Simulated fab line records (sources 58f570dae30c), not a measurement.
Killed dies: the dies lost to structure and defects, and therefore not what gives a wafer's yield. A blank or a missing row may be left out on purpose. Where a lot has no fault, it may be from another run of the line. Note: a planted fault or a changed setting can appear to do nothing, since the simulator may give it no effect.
fab line records | flow berkeley-cmos170 | part 1 of 2: steps 1 to 41 of 44
[record] lots = 6 wafers = 18 last-day = 11
route steps=331 shown V1@260 M2@271 V2@292 M3@331
lots untouched by any fault: they come from a run of this same line in which no faults occurred
start-h: start of the lot's first displayed wafer, in hours after the record's first day | wait-h: how many hours have passed since the lot's step before this one | " repeats the value in the row above | L1.1+2: several wafers, shown together as one row | - value missing, or start not given | * or withheld: withheld | < > ~ a bound
route shown NAME@n: NAME is a module with steps in the file, n the number in the route of the first one | usual: mean and standard deviation over wafers with no fault | same: alike in all rows | chamber/n: place in a boat | sites: readings site by site | _std_site: standard deviation of those values | _edge_site: outer sites' mean less inner sites' | radius-mm: how far each site lies from the wafer's centre | mask NAME#n: copy n | behind: the last tool/chamber to shape the wafer | hold: why the lot went on hold/how many hours it stayed there/how the hold came to an end | device: the n, p or np transistor that did not switch | end of line: tests run on the same wafers once the route is complete | a step given without rows: its recipe and nothing more | killed: count of dies lost to structure and defects at first sort (not the wafer's yield) | map: a wafer's dies, x killed, . not, _ none there
set.NAME: the setting that was run; set.NAME@STEP: the one run at that earlier step | model.NAME: the simulator's own value behind a step, which no gauge read
lots seen at some steps along the route; tables by step, rows by wafer
services: the hour from which a tool's chamber was out of use, counted from the record's first day as start-h (under 0 if before that day), plus the number of hours and why
[[steps]]
[step UCB170_V1_HMDS_06]
[recipe] prime-time-s = 60 prime-temp-c = 100
[step UCB170_V1_COAT_07]
[recipe] resist = KrF spin-rpm = 1500 resist-thk-nm = 900
[step UCB170_V1_SOFTBAKE_08]
[recipe] resist = KrF temp-c = 130 time-s = 60
[step UCB170_V1_EXPOSE_09]
[recipe] mask-id = VIA1 target-cd-nm = 700 na = 0.5 sigma-outer = 0.6 source-shape = conventional dose-mj = 37
[step UCB170_V1_PEB_10]
[recipe] peb-temp-c = 130 peb-time-s = withheld resist = KrF
[step UCB170_V1_DEVELOP_11]
[recipe] developer = TMAH develop-time-s = 45 resist = KrF dev-temp-c = 21
[step UCB170_V1_CD_MEAS_12]
[recipe] target-cd-nm = 700
[usual] cd-nm = 699.8/1.8
// columns lot.wafer tool chamber start-h wait-h cd-nm
L417.1 cd-sem-02 - 163.35 - 701.1
L417.2 " - " " 701.7
L417.3 " - " " 702.5
L423.1 cd-sem-01 - 187.99 - 698.0
L423.4 " - " " 698.8
L423.5 " - " " 698.3
L429.4 cd-sem-01 - 227.01 - 701.6
L429.5 " - " " 702.6
L429.6 " - " " 700.6
L430.3 cd-sem-02 - 227.28 - 698.7
L430.4 " - " " 699.5
L430.5 " - " " 699.0
L432.3 cd-sem-01 - 241.93 - 699.0
L432.4 " - " " 699.2
L432.6 " - " " 699.8
L435.2 cd-sem-01 - 255.65 - 699.2
L435.4 " - " " 699.3
L435.5 " - " " 699.4
[step UCB170_V1_OVL_MEAS_13]
[usual] V1_OVL = 0/5
// columns lot.wafer tool chamber start-h wait-h V1_OVL[nm]
L417.1 overlay-02 - 163.47 0.1 -2
L417.2 " - " " -5
L417.3 " - " " -7
L423.1 overlay-02 - 188.11 0.1 -2
L423.4 " - " " -8
L423.5 " - " " 2
L429.4 overlay-01 - 227.09 0.1 0
L429.5 " - " " 8
L429.6 " - " " 4
L430.3 overlay-02 - 227.37 0.1 8
L430.4 " - " " 3
L430.5 " - " " 0
L432.3 overlay-01 - 242.02 0.1 3
L432.4 " - " " -5
L432.6 " - " " 1
L435.2 overlay-01 - 255.75 0.1 -3
L435.4 " - " " -2
L435.5 " - " " -13
[step UCB170_V1_ETCH_14]
[recipe] chemistry = CHF3/CF4/Ar target = SiO2 stop-on = Al CHF3_flow_sccm = 45 cf4-flow-sccm = 15 Ar_flow_sccm = 150 pressure-mtorr = 200 rf-w = 700 target-depth-a = 12500 over-etch-frac = 0.25 time-s = 291
[step UCB170_V1_STRIP_15]
[recipe] chemistry = O2 power-w = 400 pressure-mtorr = 3500 platen-temp-c = withheld o2-flow-sccm = 400 overash-fraction = 0.5
[usual] drypump-motor-current-A = 5.4/0.42 oes-product-au = 0.722/0.0048 strip-time-to-endpoint-s = 15.32/0.16
// columns lot.wafer tool chamber start-h wait-h drypump-motor-current-A oes-product-au rf-hours-counter-h strip-time-to-endpoint-s
L417.1 plasma-asher-04 0 163.69 0.1 4.8 0.729 48 15.12
L417.2 " 1 " " 5.9 0.716 48 15.17
L417.3 " 1 " " 5.9 0.713 - 15.60
L423.1 plasma-asher-03 0 188.33 0.1 4.9 0.717 38 15.41
L423.4 " 0 " " 4.9 0.716 - 15.23
L423.5 " 0 " " 4.9 0.727 - 15.37
L429.4 plasma-asher-02 1 227.32 0.0 5.6 0.727 - 15.01
L429.5 " 1 " " 5.6 0.725 - 15.40
L429.6 " 0 " " 5.7 0.723 - 15.06
L430.3 plasma-asher-03 1 227.61 0.1 5.7 0.728 - 15.39
L430.4 " 0 " " 4.9 0.731 - 15.51
L430.5 " 0 " " 4.9 0.725 - 15.41
L432.3 plasma-asher-04 1 242.25 0.1 5.9 0.722 - 15.35
L432.4 " 0 " " 4.8 0.713 - 15.54
L432.6 " 1 " " 5.9 0.721 - 15.30
L435.2 plasma-asher-04 1 255.96 0.1 5.9 0.712 59 15.03
L435.4 " 1 " " 5.9 0.722 - 15.06
L435.5 " 0 " " 4.8 0.716 - 15.08
[step UCB170_V1_CD_MEAS_90]
[recipe] target-cd-nm = 700
[usual] cd-nm = 699.8/1.9
// columns lot.wafer tool chamber start-h wait-h cd-nm
L417.1 cd-sem-01 - 163.79 0.1 701.3
L417.2 " - " " 700.5
L417.3 " - " " 701.1
L423.1 cd-sem-02 - 188.43 0.1 697.4
L423.4 " - " " 699.3
L423.5 " - " " 697.5
L429.4 cd-sem-01 - 227.44 0.1 700.5
L429.5 " - " " 703.2
L429.6 " - " " 700.7
L430.3 cd-sem-01 - 227.72 0.1 699.3
L430.4 " - " " 699.3
L430.5 " - " " 698.6
L432.3 cd-sem-01 - 242.36 0.1 699.8
L432.4 " - " " 699.2
L432.6 " - " " 701.3
L435.2 cd-sem-01 - 256.08 0.1 699.7
L435.4 " - " " 698.3
L435.5 " - " " 698.6
[step UCB170_M2_PRE_CLEAN_00]
[recipe] gas = Ar preclean-etch-time-s = 60
[step UCB170_M2_SPUTTER_01]
[recipe] material = Al target-thk-nm = 900 time-s = 120 power-w = 6000 chamber-pressure-pa = 0.5
[usual] chamber-pressure-pa = 0.5001/0.001 throttle-valve-pct = 29.8/0.99
// columns lot.wafer tool chamber start-h wait-h chamber-pressure-pa throttle-valve-pct model.Al_of_M2_SPUTTER_01.thk-nm
L417.1 pvd-sputter-04 - 163.97 0.0 0.5000 32.4 902.6
L417.2 " - " " 0.5007 28.9 895.4
L417.3 " - " " 0.5006 29.4 891.5
L423.1 pvd-sputter-01 - 188.61 0.0 0.5024 28.7 896.6
L423.4 " - " " 0.4991 28.5 899
L423.5 " - " " 0.5002 28.8 897.6
L429.4 pvd-sputter-01 - 227.57 0.0 0.8133 22.5 744.8
L429.5 " - " " 0.8118 23.2 761
L429.6 " - " " 0.8103 23.9 749.7
L430.3 pvd-sputter-04 - 227.86 0.0 0.5018 29.0 910.1
L430.4 " - " " 0.5009 29.2 900.9
L430.5 " - " " 0.5003 28.7 912.6
L432.3 pvd-sputter-01 - 242.51 0.0 0.8101 23.3 763.4
L432.4 " - " " 0.8122 23.8 756
L432.6 " - " " 0.8136 22.4 755.3
L435.2 pvd-sputter-04 - 256.25 0.0 0.4997 28.8 912.5
L435.4 " - " " 0.5000 29.4 903.4
L435.5 " - " " 0.4993 28.9 920.6
[step UCB170_M2_RS_MEAS_02]
[recipe] thk-meas-gauge = four-point-probe reads = Al_of_M2_SPUTTER_01
[usual] M2_AL_RS = 0.0321/0.0004
// columns lot.wafer tool chamber start-h wait-h M2_AL_RS[ohm/sq]
L417.1 film-metro-03 - 164.06 0.0 0.0321
L417.2 " - " " 0.0323
L417.3 " - " " 0.0325
L423.1 film-metro-03 - 188.70 0.0 0.0322
L423.4 " - " " 0.0322
L423.5 " - " " 0.0323
L429.4 film-metro-03 - 227.71 0.1 0.0389
L429.5 " - " " 0.0381
L429.6 " - " " 0.0387
L430.3 film-metro-02 - 227.99 0.1 0.0318
L430.4 " - " " 0.0322
L430.5 " - " " 0.0316
L432.3 film-metro-04 - 242.63 0.1 0.0381
L432.4 " - " " 0.0384
L432.6 " - " " 0.0384
L435.2 film-metro-04 - 256.35 0.1 0.0316
L435.4 " - " " 0.0320
L435.5 " - " " 0.0314
[step UCB170_M2_THK_MEAS_03]
[recipe] thk-meas-gauge = xrf reads = Al_of_M2_SPUTTER_01
[usual] M2_AL_THK = 900/11
// columns lot.wafer tool chamber start-h wait-h M2_AL_THK[nm]
L417.1 film-metro-03 - 164.18 0.1 908
L417.2 " - " " 903
L417.3 " - " " 897
L423.1 film-metro-03 - 188.82 0.1 903
L423.4 " - " " 906
L423.5 " - " " 896
L429.4 film-metro-03 - 227.80 0.1 749
L429.5 " - " " 765
L429.6 " - " " 750
L430.3 film-metro-02 - 228.09 0.1 912
L430.4 " - " " 902
L430.5 " - " " 913
L432.3 film-metro-04 - 242.73 0.1 759
L432.4 " - " " 754
L432.6 " - " " 750
L435.2 film-metro-04 - 256.46 0.1 906
L435.4 " - " " 899
L435.5 " - " " 915
[step UCB170_M2_HMDS_04]
[recipe] prime-time-s = 60 prime-temp-c = 100
[step UCB170_M2_COAT_05]
[recipe] resist = KrF spin-rpm = 1521 resist-thk-nm = 900
[step UCB170_M2_SOFTBAKE_06]
[recipe] resist = KrF temp-c = 130 time-s = 60
[step UCB170_M2_STRIP_07]
[recipe] chemistry = O2 power-w = 400 pressure-mtorr = 3500 platen-temp-c = withheld o2-flow-sccm = 400 overash-fraction = 0.5
[usual] drypump-motor-current-A = 5.5/0.53 oes-product-au = 0.735/0.0045 strip-time-to-endpoint-s = 21.84/0.06
// columns lot.wafer tool chamber start-h wait-h drypump-motor-current-A oes-product-au rf-hours-counter-h strip-time-to-endpoint-s
L417.1 plasma-asher-04 0 164.69 0.1 4.8 0.730 48 21.88
L417.2 " 1 " " 5.9 0.733 48 21.88
L417.3 " 1 " " 5.9 0.739 - 21.91
L423.1 plasma-asher-03 1 189.33 0.1 5.7 0.736 38 21.89
L423.4 " 0 " " 4.9 0.741 - 21.86
L423.5 " 1 " " 5.7 0.737 - 21.85
L429.4 plasma-asher-01 0 228.42 0.1 5.5 0.743 - 21.87
L429.5 " 0 " " 5.5 0.730 - 21.86
L429.6 " 1 " " 6.3 0.732 - 21.88
L430.3 plasma-asher-04 1 228.61 0.1 5.9 0.735 - 21.84
L430.4 " 0 " " 4.8 0.744 - 21.88
L430.5 " 0 " " 4.8 0.736 - 21.83
L432.3 plasma-asher-03 1 243.33 0.1 5.6 0.734 - 21.82
L432.4 " 0 " " 4.8 0.738 - 21.83
L432.6 " 0 " " 4.9 0.728 - 21.83
L435.2 plasma-asher-03 1 256.96 0.1 5.7 0.741 46 21.81
L435.4 " 1 " " 5.7 0.740 - 21.77
L435.5 " 1 " " 5.7 0.732 - 21.83
[step UCB170_M2_STRIP_08]
[recipe] chemistry = DMSO temp-c = 80 time-s = 600 material = KrF
[step UCB170_M2_COAT_09]
[recipe] resist = BARC temp-c = withheld time-s = withheld spin-rpm = 3000 resist-thk-nm = withheld
[step UCB170_M2_COAT_10]
[recipe] resist = KrF spin-rpm = 1500 resist-thk-nm = 900
[step UCB170_M2_SOFTBAKE_11]
[recipe] resist = KrF temp-c = 130 time-s = 60
[step UCB170_M2_EXPOSE_12]
[recipe] mask-id = METAL2 target-cd-nm = 700 na = 0.5 sigma-outer = 0.6 source-shape = conventional dose-mj = 26
[step UCB170_M2_PEB_13]
[recipe] peb-temp-c = 130 peb-time-s = withheld resist = KrF
[step UCB170_M2_DEVELOP_14]
[recipe] developer = TMAH develop-time-s = 45 resist = KrF dev-temp-c = 21
[step UCB170_M2_CD_MEAS_15]
[recipe] target-cd-nm = 700
[usual] cd-nm = 700.3/1.4
// columns lot.wafer tool chamber start-h wait-h cd-nm
L417.1 cd-sem-01 - 167.29 - 699.8
L417.2 " - " " 699.6
L417.3 " - " " 699.4
L423.1 cd-sem-01 - 190.64 - 699.8
L423.4 " - " " 700.1
L423.5 " - " " 699.7
L429.4 cd-sem-01 - 230.09 - 696.5
L429.5 " - " " 695.8
L429.6 " - " " 697.4
L430.3 cd-sem-02 - 230.19 - 701.9
L430.4 " - " " 703.4
L430.5 " - " " 702.6
L432.3 cd-sem-02 - 244.62 - 701.0
L432.4 " - " " 700.4
L432.6 " - " " 700.9
L435.2 cd-sem-02 - 258.11 - 701.8
L435.4 " - " " 701.8
L435.5 " - " " 701.8
[step UCB170_M2_OVL_MEAS_16]
[usual] M2_OVL = 1/7.1
// columns lot.wafer tool chamber start-h wait-h M2_OVL[nm]
L417.1 overlay-01 - 167.41 0.1 2
L417.2 " - " " -1
L417.3 " - " " 13
L423.1 overlay-01 - 190.76 0.1 8
L423.4 " - " " 4
L423.5 " - " " 2
L429.4 overlay-02 - 230.16 0.1 11
L429.5 " - " " 1
L429.6 " - " " 8
L430.3 overlay-02 - 230.28 0.1 -2
L430.4 " - " " -1
L430.5 " - " " -4
L432.3 overlay-02 - 244.71 0.1 -7
L432.4 " - " " -3
L432.6 " - " " -6
L435.2 overlay-02 - 258.22 0.1 -4
L435.4 " - " " -3
L435.5 " - " " -8
[step UCB170_M2_ETCH_17]
[recipe] chemistry = N2/H2 target-depth-a = withheld overetch-a = withheld target = BARC time-s = withheld source-w = 500 bias-w = 100 pressure-mtorr = 30 n2-flow-sccm = 100 h2-flow-sccm = 200
[usual] bias-w = 100.0/0.31 drypump-motor-current-A = 5.7/0.44 oes-product-au = 0.996/0.022 throttle-valve-pct = 13.24/0.18
// columns lot.wafer tool chamber start-h wait-h bias-w drypump-motor-current-A oes-product-au throttle-valve-pct
L417.1 rie-diel-03 1 167.45 0.0 99.5 5.3 0.977 13.12
L417.2 " 2 " " 100.0 5.8 0.974 13.45
L417.3 " 3 " " 100.0 5.5 1.024 13.31
L423.1 rie-diel-01 2 190.80 0.0 99.8 6.0 0.957 13.29
L423.4 " 1 " " 99.8 5.1 1.012 13.35
L423.5 " 0 " " 100.2 5.5 1.009 13.10
L429.4 rie-diel-03 3 230.20 0.0 100.0 5.5 1.020 13.33
L429.5 " 1 " " 100.0 5.3 0.976 13.12
L429.6 " 2 " " 100.0 5.8 0.977 13.45
L430.3 rie-diel-02 3 230.30 0.0 99.8 6.4 0.981 13.58
L430.4 " 3 " " 99.1 6.4 0.979 13.56
L430.5 " 2 " " 99.6 6.5 1.010 13.17
L432.3 rie-diel-02 1 244.73 0.0 99.6 5.8 1.042 12.97
L432.4 " 2 " " 99.8 6.5 1.000 13.19
L432.6 " 2 " " 100.0 6.5 1.017 13.20
L435.2 rie-diel-02 3 258.25 0.0 99.5 6.4 0.973 13.58
L435.4 " 1 " " 99.9 5.7 1.045 12.96
L435.5 " 2 " " 100.2 6.5 1.013 13.19
[step UCB170_M2_METAL_ETCH_18]
[recipe] chemistry = Cl2/BCl3 target = Al stop-on = SiO2 pressure-mtorr = 12 target-depth-a = 11700 over-etch-frac = 0.3 time-s = 195 icp-w = 600 bias-w = 120 Cl2_flow_sccm = 90 bcl3-flow-sccm = 45
[usual] bias-w = 120.0/0.37 drypump-motor-current-A = 6.1/0.33 oes-product-au = 0.857/0.0097 throttle-valve-pct = 24.7/0.31
// columns lot.wafer tool chamber start-h wait-h bias-w drypump-motor-current-A oes-product-au rf-hours-counter-h throttle-valve-pct
L417.1 rie-metal-01 0 167.49 - 119.9 5.8 0.855 9 24.3
L417.2 " 1 " " 120.3 6.3 0.855 6 24.5
L417.3 " 0 " " 119.7 5.8 0.848 - 24.3
L423.1 rie-metal-04 0 190.84 - 120.2 5.8 0.848 10 25.1
L423.4 " 0 " " 120.0 5.8 0.853 - 25.1
L423.5 " 0 " " 120.2 5.8 0.850 - 25.1
L429.4 rie-metal-01 1 230.29 - 120.1 6.3 0.769 - 24.5
L429.5 " 1 " " 120.1 6.3 0.786 - 24.5
L429.6 " 0 " " 120.4 5.7 0.776 - 24.3
L430.3 rie-metal-03 1 230.41 - 120.0 6.0 0.855 - 24.4
L430.4 " 0 " " 120.2 6.8 0.869 - 24.8
L430.5 " 0 " " 120.0 6.8 0.877 - 24.8
L432.3 rie-metal-03 0 244.84 - 119.8 6.8 0.790 - 24.8
L432.4 " 1 " " 119.7 5.9 0.771 - 24.5
L432.6 " 1 " " 119.2 6.0 0.776 - 24.5
L435.2 rie-metal-04 1 258.29 - 119.9 6.2 0.866 8 25.0
L435.4 " 1 " " 119.5 6.2 0.860 - 25.0
L435.5 " 1 " " 119.7 6.2 0.865 - 25.0
[step UCB170_M2_STRIP_19]
[recipe] chemistry = O2 power-w = 400 pressure-mtorr = 3500 platen-temp-c = withheld o2-flow-sccm = 400 overash-fraction = 0.5
[step UCB170_M2_CD_MEAS_90]
[recipe] target-cd-nm = 700
[usual] cd-nm = 700/3.8
// columns lot.wafer tool chamber start-h wait-h cd-nm
L417.1 cd-sem-02 - 167.80 0.1 695
L417.2 " - " " 704
L417.3 " - " " 692
L423.1 cd-sem-01 - 191.13 0.1 705
L423.4 " - " " 702
L423.5 " - " " 703
L429.4 cd-sem-01 - 230.57 0.1 699
L429.5 " - " " 697
L429.6 " - " " 693
L430.3 cd-sem-02 - 230.67 0.1 704
L430.4 " - " " 700
L430.5 " - " " 701
L432.3 cd-sem-01 - 245.12 0.1 697
L432.4 " - " " 703
L432.6 " - " " 705
L435.2 cd-sem-01 - 258.61 0.1 703
L435.4 " - " " 699
L435.5 " - " " 702
[step UCB170_V2_CVD_00]
[recipe] material = SiO2 target-thk-nm = 2000 temp-c = 390 precursor = TEOS/O2 time-s = 250 rf-w = 550 pressure-mtorr = 9000
[step UCB170_V2_THK_MEAS_01]
[recipe] reads = SiO2_of_V2_CVD_00
[usual] V2_TEOS_THK = 1990/27
// columns lot.wafer tool chamber start-h wait-h V2_TEOS_THK[nm]
L417.1 film-metro-01 - 168.08 0.1 1960
L417.2 " - " " 1953
L417.3 " - " " 1939
L423.1 film-metro-01 - 191.40 0.1 1976
L423.4 " - " " 2050
L423.5 " - " " 2042
L429.4 film-metro-01 - 230.82 0.0 2023
L429.5 " - " " 1995
L429.6 " - " " 2019
L430.3 film-metro-01 - 230.93 0.1 2016
L430.4 " - " " 2049
L430.5 " - " " 2042
L432.3 film-metro-01 - 245.37 0.1 1949
L432.4 " - " " 1999
L432.6 " - " " 1976
L435.2 film-metro-04 - 258.95 0.2 1970
L435.4 " - " " 1992
L435.5 " - " " 2015
[step UCB170_V2_CMP_02]
[recipe] material = SiO2 down-force-psi = 6 platen-rpm = 60 pad-velocity-m-s = 0.75398
[usual] motor-current-A = 15.4/1.8
// columns lot.wafer tool chamber start-h wait-h motor-current-A
L417.1 cmp-01 2 168.14 0.1 13.0
L417.3 " 0 " " 15.8
L417.2 " 1 " " 13.9
L423.4 cmp-02 2 191.46 0.0 19.7
L423.1 " 3 " " 15.9
L423.5 " 2 " " 19.3
L429.4 cmp-02 2 230.95 0.1 19.0
L429.5 " 0 " " 16.5
L429.6 " 1 " " 14.7
L430.4 cmp-01 1 230.97 0.0 14.2
L430.3 " 0 " " 15.5
L430.5 " 2 " " 13.5
L432.4 cmp-02 1 245.46 0.1 14.0
L432.3 " 3 " " 16.0
L432.6 " 0 " " 17.1
L435.2 cmp-01 1 259.00 0.0 14.7
L435.4 " 2 " " 13.4
L435.5 " 2 " " 13.4
[step UCB170_V2_BOW_MEAS_03]
[recipe] mode = bow
[usual] V2_BOW = 36/7.6
// columns lot.wafer tool chamber start-h wait-h V2_BOW[um]
L417.1 film-metro-03 - 168.44 0.2 42
L417.2 " - " " 43
L417.3 " - " " 30
L423.1 film-metro-03 - 191.76 0.2 38
L423.4 " - " " 25
L423.5 " - " " 50
L429.4 film-metro-04 - 231.21 0.2 53
L429.5 " - " " 40
L429.6 " - " " 38
L430.3 film-metro-01 - 231.31 0.1 32
L430.4 " - " " 28
L430.5 " - " " 37
L432.3 film-metro-01 - 245.75 0.1 32
L432.4 " - " " 35
L432.6 " - " " 30
L435.2 film-metro-04 - 259.34 0.3 26
L435.4 " - " " 35
L435.5 " - " " 33
[step UCB170_V2_THK_MEAS_04]
[recipe] reads = SiO2_of_V2_CVD_00
[usual] V2_POLISHED_THK = 1000.5/1.4
// columns lot.wafer tool chamber start-h wait-h V2_POLISHED_THK[nm]
L417.1 film-metro-03 - 168.56 0.1 999.6
L417.2 " - " " 998.5
L417.3 " - " " 1000.7
L423.1 film-metro-03 - 191.88 0.1 998.2
L423.4 " - " " 1000.0
L423.5 " - " " 999.9
L429.4 film-metro-04 - 231.30 0.1 1003.1
L429.5 " - " " 999.5
L429.6 " - " " 1001.9
L430.3 film-metro-01 - 231.41 0.1 999.8
L430.4 " - " " 998.6
L430.5 " - " " 1001.5
L432.3 film-metro-01 - 245.85 0.1 1000.5
L432.4 " - " " 1002.7
L432.6 " - " " 999.5
L435.2 film-metro-04 - 259.45 0.1 999.0
L435.4 " - " " 1001.7
L435.5 " - " " 1002.4
[step UCB170_V2_CLEAN_05]
[recipe] chemistry = DIW
[step UCB170_V2_HMDS_06]
[recipe] prime-time-s = 60 prime-temp-c = 100
[step UCB170_V2_COAT_07]
[recipe] resist = KrF spin-rpm = 1500 resist-thk-nm = 900
[step UCB170_V2_SOFTBAKE_08]
[recipe] resist = KrF temp-c = 130 time-s = 61.3
[usual] plate-sensor-t-centre-C = 131.41/0.0098 plate-sensor-t-edge-C = 131.53/0.011
// columns lot.wafer tool chamber start-h wait-h plate-sensor-t-centre-C plate-sensor-t-edge-C
L417.1 litho-track-03 0 169.21 0.1 131.42 131.52
L417.2 " 0 " " 131.41 131.53
L417.3 " 0 " " 131.41 131.52
L423.1 litho-track-03 0 192.47 0.1 131.42 131.53
L423.4 " 0 " " 131.42 131.54
L423.5 " 0 " " 131.39 131.54
L429.4 litho-track-03 0 231.88 0.1 131.41 131.54
L429.5 " 0 " " 131.41 131.51
L429.6 " 0 " " 131.41 131.53
L430.3 litho-track-04 0 232.03 0.1 131.4 131.53
L430.4 " 0 " " 131.41 131.54
L430.5 " 0 " " 131.4 131.51
L432.3 litho-track-04 0 246.54 0.1 131.4 131.5
L432.4 " 0 " " 131.41 131.53
L432.6 " 0 " " 131.41 131.53
L435.2 litho-track-01 0 260.09 0.1 131.42 131.53
L435.4 " 0 " " 131.4 131.54
L435.5 " 0 " " 131.41 131.51
[[key]]
[first-sign] step = UCB170_M2_SPUTTER_01 reading = chamber-pressure-pa direction = up sigmas = 99+ usual = 0.5001 struck = 0.8119
[effect] step = UCB170_M2_SPUTTER_01 reading = throttle-valve-pct direction = down sigmas = 6.7 usual = 29.8 struck = 23.2
[effect] step = UCB170_M2_RS_MEAS_02 reading = M2_AL_RS direction = up sigmas = 16 usual = 0.0321 struck = 0.0384
[effect] step = UCB170_M2_THK_MEAS_03 reading = M2_AL_THK direction = down sigmas = 13 usual = 900 struck = 755
[effect] step = UCB170_M2_METAL_ETCH_18 reading = oes-product-au direction = down sigmas = 8.1 usual = 0.857 struck = 0.778
[model-effect] step = UCB170_M2_SPUTTER_01 value = Al_of_M2_SPUTTER_01.thk-nm without = 899.4 struck = 755
[model-effect] step = UCB170_V2_ETCH_14 value = Al_of_M2_SPUTTER_01.thk-nm without = 897.9 struck = 753.5
met-at UCB170_M2_SPUTTER_01
struck-wafers L429.4,L429.5,L429.6,L432.3,L432.4,L432.6
onset-between 188.61 227.57
[fault] kind = process-parameter-drift tool = pvd-sputter-01 chamber = - onset-h = 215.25 steps = UCB170_M2_SPUTTER_01 channel = chamber-pressure-pa offset = 0.31194 shape = step end-h = 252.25 acts-in = these-recipes-only stated = 0.5
